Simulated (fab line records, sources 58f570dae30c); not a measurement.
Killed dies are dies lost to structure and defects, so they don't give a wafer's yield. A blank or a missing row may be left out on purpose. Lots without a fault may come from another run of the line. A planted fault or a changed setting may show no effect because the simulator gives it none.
fab line records | flow berkeley_cmos170 | part 1 of 2: steps 1 to 23 of 33
record lots=5 wafers=15 last_day=13
route steps=331 shown M2@286 V2@292 M3@309
lots that met no fault: from a run of the same line without faults
start_h: hours from the record's first day to the start of the lot's first wafer shown | wait_h: hours since the lot's step before | " the same as in the row above | L1.1+2: a row that stands for several wafers | - no value, or no start given | * or withheld: withheld | < > ~ a bound
route shown NAME@n: a module of which the file shows steps, and the number in the route of the first | usual: mean/standard deviation of fault-free wafers | same: alike in all rows | chamber/n: place in a boat | sites: the reading at each site | _std_site: their standard deviation | _edge_site: outer sites' mean less inner sites' | radius_mm: how far each site lies from the wafer's centre | mask NAME#n: copy n | behind: the tool/chamber that last shaped the wafer | hold: why the lot was held/for how many hours/how that ended | device: the transistor (n, p or np) that didn't switch | end of line: the same wafers' tests at the end of the route | a step without rows: its recipe alone | killed: dies lost to structure and defects at the first sort, not the wafer's yield | map: a wafer's dies, x killed, . not, _ none there
set.NAME: the setting as run; set.NAME@STEP: as run at that earlier step | model.NAME: the simulator's own value behind a step, which no gauge read
lots at some steps of the route; a table a step, a row a wafer
services: from which hour (start_h, from the record's first day; less than 0 if before it) a tool's chamber was out of use, for how many hours, and why
## steps
# step UCB170_M2_CD_MEAS_15
# recipe target_cd_nm=700
# usual cd_nm=699.3/1.4
# columns lot.wafer tool chamber start_h wait_h cd_nm
L074.4 cd_sem-01 - 182.43 - 700.7
L074.5 " - " " 701.0
L074.6 " - " " 699.4
L077.1 cd_sem-02 - 211.68 - 699.3
L077.2 " - " " 699.1
L077.4 " - " " 699.2
L084.1 cd_sem-02 - 235.97 - 697.5
L084.4 " - " " 699.0
L084.5 " - " " 697.8
L086.2 cd_sem-01 - 247.49 - 699.8
L086.3 " - " " 699.7
L086.5 " - " " 700.5
L097.3 cd_sem-02 - 308.17 - 699.9
L097.4 " - " " 699.0
L097.5 " - " " 698.6
# step UCB170_M2_OVL_MEAS_16
# usual M2_OVL=-2/5.3
# columns lot.wafer tool chamber start_h wait_h M2_OVL[nm]
L074.4 overlay-02 - 182.51 0.1 7
L074.5 " - " " -4
L074.6 " - " " -3
L077.1 overlay-01 - 211.80 0.1 -11
L077.2 " - " " -9
L077.4 " - " " -17
L084.1 overlay-02 - 236.09 0.1 2
L084.4 " - " " 10
L084.5 " - " " 6
L086.2 overlay-02 - 247.59 0.1 -12
L086.3 " - " " -4
L086.5 " - " " 3
L097.3 overlay-02 - 308.26 0.1 4
L097.4 " - " " 0
L097.5 " - " " 1
# step UCB170_M2_ETCH_17
# recipe chemistry=N2/H2 target_depth_a=withheld overetch_a=withheld target=BARC time_s=withheld source_w=500 bias_w=100 pressure_mtorr=30 n2_flow_sccm=100 h2_flow_sccm=200
# usual chamber_pressure_mTorr=29.999/0.026 drypump_motor_current_A=5.7/0.55 h2_flow_sccm=200.1/0.61 oes_product_au=1.000/0.02 throttle_valve_pct=13.41/0.18
# columns lot.wafer tool chamber start_h wait_h chamber_pressure_mTorr drypump_motor_current_A h2_flow_sccm oes_product_au throttle_valve_pct
L074.4 rie_diel-01 2 182.53 0.0 30.036 6.5 199.8 1.034 13.36
L074.5 " 3 " " 29.999 5.4 200.2 0.989 13.48
L074.6 " 0 " " 29.961 6.3 199.1 0.986 13.28
L077.1 rie_diel-03 1 211.84 0.0 30.009 5.7 200.3 1.030 13.50
L077.2 " 2 " " 30.002 5.5 199.1 1.021 13.63
L077.4 " 3 " " 29.984 6.5 200.1 1.037 13.40
L084.1 rie_diel-01 0 236.12 0.0 30.017 6.3 200.6 0.997 13.27
L084.4 " 1 " " 30.029 4.7 200.0 0.974 12.98
L084.5 " 3 " " 29.998 5.4 200.0 0.980 13.47
L086.2 rie_diel-03 0 247.62 0.0 30.011 5.7 200.5 0.978 13.60
L086.3 " 3 " " 30.030 6.6 199.9 1.032 13.39
L086.5 " 1 " " 29.976 5.8 200.1 1.019 13.51
L097.3 rie_diel-02 0 308.29 0.0 30.005 5.0 199.1 0.981 13.34
L097.4 " 1 " " 29.984 6.2 199.3 0.979 13.62
L097.5 " 2 " " 29.978 5.5 200.1 0.981 13.26
# step UCB170_M2_METAL_ETCH_18
# recipe chemistry=Cl2/BCl3 target=Al stop_on=SiO2 pressure_mtorr=12 target_depth_a=11700 over_etch_frac=0.3 time_s=195 icp_w=600 bias_w=120 Cl2_flow_sccm=90 bcl3_flow_sccm=45
# usual chamber_pressure_mTorr=12.001/0.011 drypump_motor_current_A=5.72/0.17 he_backside_leak_sccm=3.30/0.3 oes_product_au=0.884/0.012 throttle_valve_pct=24.21/0.26
# columns lot.wafer tool chamber start_h wait_h chamber_pressure_mTorr drypump_motor_current_A he_backside_leak_sccm oes_product_au rf_hours_counter_h throttle_valve_pct
L074.4 rie_metal-02 1 182.63 - 11.996 6.00 3.14 0.871 - 24.01
L074.5 " 0 " " 12.026 5.79 3.14 0.888 - 24.45
L074.6 " 1 " " 11.986 5.98 3.28 0.888 - 24.01
L077.1 rie_metal-02 0 211.88 - 12.007 5.78 3.26 0.881 3 24.46
L077.2 " 1 " " 12.009 5.98 3.09 0.891 13 24.02
L077.4 " 0 " " 11.999 5.75 2.87 0.883 - 24.46
L084.1 rie_metal-02 0 236.17 - 12.007 5.81 3.26 0.898 3 24.44
L084.4 " 1 " " 12.018 5.98 3.18 0.874 - 24.02
L084.5 " 1 " " 12.006 5.97 3.18 0.892 - 24.00
L086.2 rie_metal-03 1 247.73 - 12.009 5.47 3.02 0.897 - 23.87
L086.3 " 1 " " 12.013 5.48 3.28 0.911 - 23.86
L086.5 " 1 " " 12.016 5.50 3.20 0.903 - 23.86
L097.3 rie_metal-03 0 308.39 - 12.008 5.63 3.18 0.869 - 24.38
L097.4 " 1 " " 11.996 5.48 3.25 0.887 - 23.86
L097.5 " 0 " " 12.021 5.64 3.33 0.877 - 24.40
# step UCB170_M2_STRIP_19
# recipe chemistry=O2 power_w=400 pressure_mtorr=3500 platen_temp_c=withheld o2_flow_sccm=400 overash_fraction=0.5
# usual chamber_pressure_mTorr=3499.9/3 drypump_motor_current_A=5.4/0.5 oes_product_au=0.527/0.019
# columns lot.wafer tool chamber start_h wait_h chamber_pressure_mTorr drypump_motor_current_A oes_product_au rf_hours_counter_h
L074.4 plasma_asher-01 1 182.79 0.1 3495.4 5.1 0.547 -
L074.5 " 1 " " 3500.7 5.0 0.506 -
L074.6 " 0 " " 3502.1 5.6 0.546 -
L077.1 plasma_asher-01 0 212.07 0.1 3502.2 5.6 0.515 53
L077.2 " 1 " " 3501.1 5.0 0.542 53
L077.4 " 1 " " 3495.3 5.0 0.521 -
L084.1 plasma_asher-02 1 236.35 0.1 3501.3 4.9 0.494 47
L084.4 " 0 " " 3499.2 6.5 0.532 -
L084.5 " 0 " " 3501.4 6.5 0.530 -
L086.2 plasma_asher-01 0 248.04 0.2 3498.2 5.6 0.509 57
L086.3 " 0 " " 3495.1 5.5 0.511 -
L086.5 " 0 " " 3503.7 5.6 0.518 -
L097.3 plasma_asher-01 0 308.55 0.1 3502.3 5.6 0.563 -
L097.4 " 1 " " 3499.4 5.0 0.513 -
L097.5 " 1 " " 3495.0 5.0 0.566 -
# step UCB170_M2_CD_MEAS_90
# recipe target_cd_nm=700
# usual cd_nm=700/3.2
# columns lot.wafer tool chamber start_h wait_h cd_nm
L074.4 cd_sem-01 - 182.92 0.1 703
L074.5 " - " " 701
L074.6 " - " " 701
L077.1 cd_sem-02 - 212.23 0.1 701
L077.2 " - " " 702
L077.4 " - " " 700
L084.1 cd_sem-02 - 236.45 0.1 697
L084.4 " - " " 703
L084.5 " - " " 702
L086.2 cd_sem-02 - 248.22 0.1 702
L086.3 " - " " 701
L086.5 " - " " 702
L097.3 cd_sem-01 - 308.66 0.1 703
L097.4 " - " " 699
L097.5 " - " " 701
# step UCB170_V2_CVD_00
# recipe material=SiO2 target_thk_nm=2000 temp_c=390 precursor=TEOS/O2 time_s=250 rf_w=550 pressure_mtorr=9000
# usual heater_power_w=235/66
# columns lot.wafer tool chamber start_h wait_h heater_power_w
L074.4 pecvd-02 2 183.06 0.1 226
L074.5 " 1 " " 245
L074.6 " 0 " " 184
L077.1 pecvd-01 1 212.35 0.1 291
L077.2 " 0 " " 169
L077.4 " 0 " " 128
L084.1 pecvd-02 1 236.57 0.1 283
L084.4 " 1 " " 348
L084.5 " 0 " " 261
L086.2 pecvd-02 2 248.32 0.1 183
L086.3 " 0 " " 183
L086.5 " 0 " " 253
L097.3 pecvd-02 2 308.74 0.1 219
L097.4 " 0 " " 180
L097.5 " 1 " " 260
# step UCB170_V2_THK_MEAS_01
# recipe reads=SiO2_of_V2_CVD_00
# usual V2_TEOS_THK=1999/29
# columns lot.wafer tool chamber start_h wait_h V2_TEOS_THK[nm]
L074.4 film_metro-01 - 183.17 0.0 2037
L074.5 " - " " 1987
L074.6 " - " " 2042
L077.1 film_metro-03 - 212.51 0.1 2006
L077.2 " - " " 1974
L077.4 " - " " 1993
L084.1 film_metro-01 - 236.73 0.1 1964
L084.4 " - " " 1993
L084.5 " - " " 2060
L086.2 film_metro-01 - 248.56 0.2 1963
L086.3 " - " " 2011
L086.5 " - " " 2007
L097.3 film_metro-01 - 308.91 0.1 1954
L097.4 " - " " 2022
L097.5 " - " " 2004
# step UCB170_V2_CMP_02
# recipe material=SiO2 down_force_psi=6 platen_rpm=60 pad_velocity_m_s=0.75398
# usual motor_current_A=15.9/1.7
# columns lot.wafer tool chamber start_h wait_h motor_current_A
L074.4 cmp-01 1 183.20 0.0 13.0
L074.6 " 1 " " 13.2
L074.5 " 2 " " 14.3
L077.1 cmp-02 2 212.57 0.1 15.9
L077.4 " 3 " " 18.2
L077.2 " 1 " " 15.1
L084.4 cmp-01 0 236.79 0.0 18.4
L084.1 " 2 " " 14.2
L084.5 " 0 " " 18.0
L086.3 cmp-01 3 248.61 0.0 16.4
L086.2 " 2 " " 13.3
L086.5 " 3 " " 16.5
L097.4 cmp-01 0 308.95 0.0 19.0
L097.3 " 2 " " 14.4
L097.5 " 1 " " 12.6
# step UCB170_V2_BOW_MEAS_03
# recipe mode=bow
# usual V2_BOW=37/6.1
# columns lot.wafer tool chamber start_h wait_h V2_BOW[um]
L074.4 film_metro-03 - 183.56 0.3 26
L074.5 " - " " 29
L074.6 " - " " 31
L077.1 film_metro-04 - 212.87 0.2 32
L077.2 " - " " 30
L077.4 " - " " 39
L084.1 film_metro-01 - 237.09 0.1 42
L084.4 " - " " 37
L084.5 " - " " 41
L086.2 film_metro-01 - 248.93 0.1 46
L086.3 " - " " 45
L086.5 " - " " 47
L097.3 film_metro-04 - 309.29 0.2 33
L097.4 " - " " 48
L097.5 " - " " 34
# step UCB170_V2_THK_MEAS_04
# recipe reads=SiO2_of_V2_CVD_00
# usual V2_POLISHED_THK=1000.0/1.3
# columns lot.wafer tool chamber start_h wait_h V2_POLISHED_THK[nm]
L074.4 film_metro-03 - 183.65 0.1 1000.5
L074.5 " - " " 1000.6
L074.6 " - " " 999.6
L077.1 film_metro-04 - 212.99 0.1 999.2
L077.2 " - " " 997.6
L077.4 " - " " 996.9
L084.1 film_metro-01 - 237.21 0.1 1000.2
L084.4 " - " " 1000.6
L084.5 " - " " 1000.3
L086.2 film_metro-01 - 249.04 0.1 1000.7
L086.3 " - " " 1000.7
L086.5 " - " " 1003.0
L097.3 film_metro-04 - 309.39 0.1 1000.9
L097.4 " - " " 999.9
L097.5 " - " " 1001.1
# step UCB170_V2_CLEAN_05
# recipe chemistry=DIW
# columns lot.wafer tool chamber start_h wait_h
L074.4+5+6 wet_bench-01 0 183.68 0.0
L077.1+2+4 wet_bench-04 2 213.14 0.1
L084.1+4+5 wet_bench-04 3 237.27 0.1
L086.2+3+5 wet_bench-04 2 249.25 0.2
L097.3+4+5 wet_bench-03 3 309.43 0.0
# step UCB170_V2_HMDS_06
# recipe prime_time_s=60 prime_temp_c=100
# usual exhaust_pa=44.8/0.83
# columns lot.wafer tool chamber start_h wait_h exhaust_pa
L074.4 litho_track-03 0 183.93 0.1 43.8
L074.5 " 0 " " 46.4
L074.6 " 0 " " 43.9
L077.1 litho_track-01 0 213.32 0.0 45.4
L077.2 " 0 " " 45.6
L077.4 " 0 " " 44.8
L084.1 litho_track-03 0 237.44 0.0 46.8
L084.4 " 0 " " 47.2
L084.5 " 0 " " 45.6
L086.2 litho_track-03 0 249.45 0.0 43.4
L086.3 " 0 " " 44.1
L086.5 " 0 " " 44.2
L097.3 litho_track-03 0 309.67 0.1 44.9
L097.4 " 0 " " 44.7
L097.5 " 0 " " 45.5
# step UCB170_V2_COAT_07
# recipe resist=KrF spin_rpm=1500 resist_thk_nm=900
# usual exhaust_pa=44.9/0.98
# columns lot.wafer tool chamber start_h wait_h exhaust_pa
L074.4 litho_track-03 0 184.08 0.1 43.4
L074.5 " 0 " " 44.2
L074.6 " 0 " " 45.3
L077.1 litho_track-01 0 213.47 0.1 43.8
L077.2 " 0 " " 44.1
L077.4 " 0 " " 44.6
L084.1 litho_track-03 0 237.59 0.1 45.1
L084.4 " 0 " " 45.9
L084.5 " 0 " " 45.8
L086.2 litho_track-03 0 249.60 0.1 45.4
L086.3 " 0 " " 46.5
L086.5 " 0 " " 45.5
L097.3 litho_track-03 0 309.82 0.1 44.9
L097.4 " 0 " " 45.0
L097.5 " 0 " " 44.9
# step UCB170_V2_SOFTBAKE_08
# recipe resist=KrF temp_c=130 time_s=60
# usual exhaust_pa=45.1/0.81
# columns lot.wafer tool chamber start_h wait_h exhaust_pa
L074.4 litho_track-03 0 184.23 0.1 45.4
L074.5 " 0 " " 45.9
L074.6 " 0 " " 45.8
L077.1 litho_track-01 0 213.62 0.1 45.1
L077.2 " 0 " " 44.5
L077.4 " 0 " " 45.7
L084.1 litho_track-03 0 237.74 0.1 43.5
L084.4 " 0 " " 44.9
L084.5 " 0 " " 44.1
L086.2 litho_track-03 0 249.75 0.1 45.4
L086.3 " 0 " " 45.7
L086.5 " 0 " " 46.0
L097.3 litho_track-03 0 309.97 0.1 44.4
L097.4 " 0 " " 46.2
L097.5 " 0 " " 44.3
# step UCB170_V2_EXPOSE_09
# recipe mask_id=VIA2 target_cd_nm=700 na=0.5 sigma_outer=0.6 source_shape=conventional dose_mj=37
# usual exposure_dose_mJ_cm2=36.98/0.036 focus_offset_nm=-0.1/0.53
# columns lot.wafer tool chamber start_h wait_h mask exposure_dose_mJ_cm2 focus_offset_nm
L074.4 krf_scanner-02 0 184.60 0.3 VIA2#0 36.97 0.0
L074.5 " 0 " " VIA2#0 37.01 -0.5
L074.6 " 0 " " VIA2#0 36.95 -0.3
L077.1 krf_scanner-01 0 213.80 0.2 VIA2#0 36.96 0.0
L077.2 " 0 " " VIA2#0 36.91 0.5
L077.4 " 0 " " VIA2#0 36.89 0.6
L084.1 krf_scanner-01 0 238.02 0.2 VIA2#0 36.96 -0.5
L084.4 " 0 " " VIA2#0 37.02 -0.3
L084.5 " 0 " " VIA2#0 36.97 -0.5
L086.2 krf_scanner-02 0 250.02 0.2 VIA2#0 36.92 0.5
L086.3 " 0 " " VIA2#0 36.96 0.0
L086.5 " 0 " " VIA2#0 37.02 1.2
L097.3 krf_scanner-01 0 310.24 0.2 VIA2#0 36.91 0.2
L097.4 " 0 " " VIA2#0 36.97 -0.4
L097.5 " 0 " " VIA2#0 36.96 -0.6
# step UCB170_V2_PEB_10
# recipe peb_temp_c=130 peb_time_s=withheld resist=KrF
# usual exhaust_pa=45.3/0.89
# columns lot.wafer tool chamber start_h wait_h exhaust_pa
L074.4 litho_track-04 0 184.74 0.1 47.5
L074.5 " 0 " " 44.6
L074.6 " 0 " " 46.3
L077.1 litho_track-01 0 214.22 0.4 45.4
L077.2 " 0 " " 43.9
L077.4 " 0 " " 45.3
L084.1 litho_track-04 0 238.24 0.2 44.3
L084.4 " 0 " " 46.9
L084.5 " 0 " " 45.7
L086.2 litho_track-04 0 250.14 0.1 46.2
L086.3 " 0 " " 46.4
L086.5 " 0 " " 46.1
L097.3 litho_track-01 0 310.79 0.5 44.9
L097.4 " 0 " " 44.0
L097.5 " 0 " " 44.3
# step UCB170_V2_DEVELOP_11
# recipe developer=TMAH develop_time_s=45 resist=KrF dev_temp_c=21
# usual exhaust_pa=45.0/0.81
# columns lot.wafer tool chamber start_h wait_h exhaust_pa
L074.4 litho_track-04 0 - - 45.4
L074.5 " 0 " " 45.6
L074.6 " 0 " " 44.2
L077.1 litho_track-01 0 - - 45.5
L077.2 " 0 " " 46.1
L077.4 " 0 " " 44.5
L084.1 litho_track-04 0 - - 45.3
L084.4 " 0 " " 44.2
L084.5 " 0 " " 44.3
L086.2 litho_track-04 0 - - 44.1
L086.3 " 0 " " 45.0
L086.5 " 0 " " 45.2
L097.3 litho_track-01 0 - - 45.1
L097.4 " 0 " " 44.5
L097.5 " 0 " " 43.8
# step UCB170_V2_CD_MEAS_12
# recipe target_cd_nm=700
# usual cd_nm=699.9/1.3
# columns lot.wafer tool chamber start_h wait_h cd_nm
L074.4 cd_sem-01 - 185.00 - 697.4
L074.5 " - " " 696.9
L074.6 " - " " 698.1
L077.1 cd_sem-02 - 214.55 - 698.9
L077.2 " - " " 698.0
L077.4 " - " " 698.9
L084.1 cd_sem-01 - 238.62 - 700.7
L084.4 " - " " 698.7
L084.5 " - " " 699.8
L086.2 cd_sem-01 - 250.41 - 701.2
L086.3 " - " " 700.1
L086.5 " - " " 701.4
L097.3 cd_sem-02 - 311.06 - 698.7
L097.4 " - " " 699.2
L097.5 " - " " 698.6
# step UCB170_V2_OVL_MEAS_13
# usual V2_OVL=-2/4.2
# columns lot.wafer tool chamber start_h wait_h V2_OVL[nm]
L074.4 overlay-01 - 185.07 0.1 -8
L074.5 " - " " -9
L074.6 " - " " -5
L077.1 overlay-02 - 214.67 0.1 -2
L077.2 " - " " -3
L077.4 " - " " -3
L084.1 overlay-02 - 238.74 0.1 -1
L084.4 " - " " -3
L084.5 " - " " -2
L086.2 overlay-02 - 250.52 0.1 -1
L086.3 " - " " 6
L086.5 " - " " -1
L097.3 overlay-01 - 311.15 0.1 -2
L097.4 " - " " 2
L097.5 " - " " 3
# step UCB170_V2_ETCH_14
# recipe chemistry=CHF3/CF4/Ar target=SiO2 stop_on=Al CHF3_flow_sccm=45 cf4_flow_sccm=15 Ar_flow_sccm=150 pressure_mtorr=200 rf_w=700 target_depth_a=12500 over_etch_frac=0.25 time_s=291
# usual chamber_pressure_mTorr=200.01/0.18 drypump_motor_current_A=5.7/0.47 oes_product_au=0.872/0.011 throttle_valve_pct=6.96/0.11
# columns lot.wafer tool chamber start_h wait_h chamber_pressure_mTorr drypump_motor_current_A oes_product_au rf_hours_counter_h throttle_valve_pct
L074.4 rie_diel-02 0 185.09 0.0 199.80 5.0 0.862 0 6.95
L074.5 " 3 " " 200.14 6.1 0.886 - 7.00
L074.6 " 2 " " 199.82 5.5 0.876 - 6.91
L077.1 rie_diel-02 2 214.71 0.0 200.07 5.5 0.874 114 6.91
L077.2 " 1 " " 200.09 6.2 0.876 80 7.14
L077.4 " 0 " " 200.05 5.0 0.868 2 6.96
L084.1 rie_diel-02 2 238.78 0.0 200.48 5.5 0.875 116 6.92
L084.4 " 3 " " 199.82 6.1 0.876 64 7.00
L084.5 " 1 " " 200.02 6.2 0.878 - 7.13
L086.2 rie_diel-02 0 250.55 0.0 200.01 5.0 0.855 3 6.94
L086.3 " 1 " " 199.98 6.2 0.886 82 7.14
L086.5 " 1 " " 199.90 6.2 0.880 - 7.13
L097.3 rie_diel-02 2 311.17 0.0 199.88 5.5 0.872 119 6.91
L097.4 " 3 " " 199.67 6.2 0.887 67 7.00
L097.5 " 3 " " 199.96 6.2 0.886 - 7.01
# step UCB170_V2_STRIP_15
# recipe chemistry=O2 power_w=400 pressure_mtorr=3500 platen_temp_c=withheld o2_flow_sccm=400 overash_fraction=0.5
# usual chamber_pressure_mTorr=3499.7/3 drypump_motor_current_A=5.5/0.56 oes_product_au=0.722/0.0045 strip_time_to_endpoint_s=15.31/0.15
# columns lot.wafer tool chamber start_h wait_h chamber_pressure_mTorr drypump_motor_current_A oes_product_au rf_hours_counter_h strip_time_to_endpoint_s
L074.4 plasma_asher-02 1 185.30 0.1 3502.3 4.9 0.717 - 15.42
L074.5 " 0 " " 3506.1 6.5 0.718 - 15.33
L074.6 " 1 " " 3498.9 4.9 0.727 - 15.28
L077.1 plasma_asher-03 0 214.89 0.1 3497.7 5.1 0.724 43 15.50
L077.2 " 1 " " 3495.0 5.8 0.715 43 15.48
L077.4 " 0 " " 3500.9 5.1 0.725 - 15.36
L084.1 plasma_asher-02 0 238.96 0.1 3503.4 6.5 0.723 47 15.36
L084.4 " 1 " " 3498.1 4.9 0.723 - 15.43
L084.5 " 0 " " 3495.1 6.5 0.728 - 15.44
L086.2 plasma_asher-02 1 250.73 0.1 3502.4 4.9 0.729 49 15.43
L086.3 " 1 " " 3500.8 4.9 0.725 - 15.56
L086.5 " 0 " " 3494.0 6.5 0.723 - 15.52
L097.3 plasma_asher-03 1 311.39 0.1 3500.1 5.9 0.727 - 15.31
L097.4 " 0 " " 3499.3 5.1 0.727 - 15.44
L097.5 " 1 " " 3501.9 5.8 0.723 - 15.40
# step UCB170_V2_CD_MEAS_90
# recipe target_cd_nm=700
# usual cd_nm=699.9/1.5
# columns lot.wafer tool chamber start_h wait_h cd_nm
L074.4 cd_sem-01 - 185.60 0.3 698.7
L074.5 " - " " 696.5
L074.6 " - " " 698.1
L077.1 cd_sem-02 - 214.99 0.1 698.9
L077.2 " - " " 698.0
L077.4 " - " " 699.4
L084.1 cd_sem-01 - 239.06 0.1 700.1
L084.4 " - " " 697.4
L084.5 " - " " 700.3
L086.2 cd_sem-02 - 250.85 0.1 701.6
L086.3 " - " " 701.0
L086.5 " - " " 702.3
L097.3 cd_sem-01 - 311.49 0.1 698.1
L097.4 " - " " 698.7
L097.5 " - " " 697.9
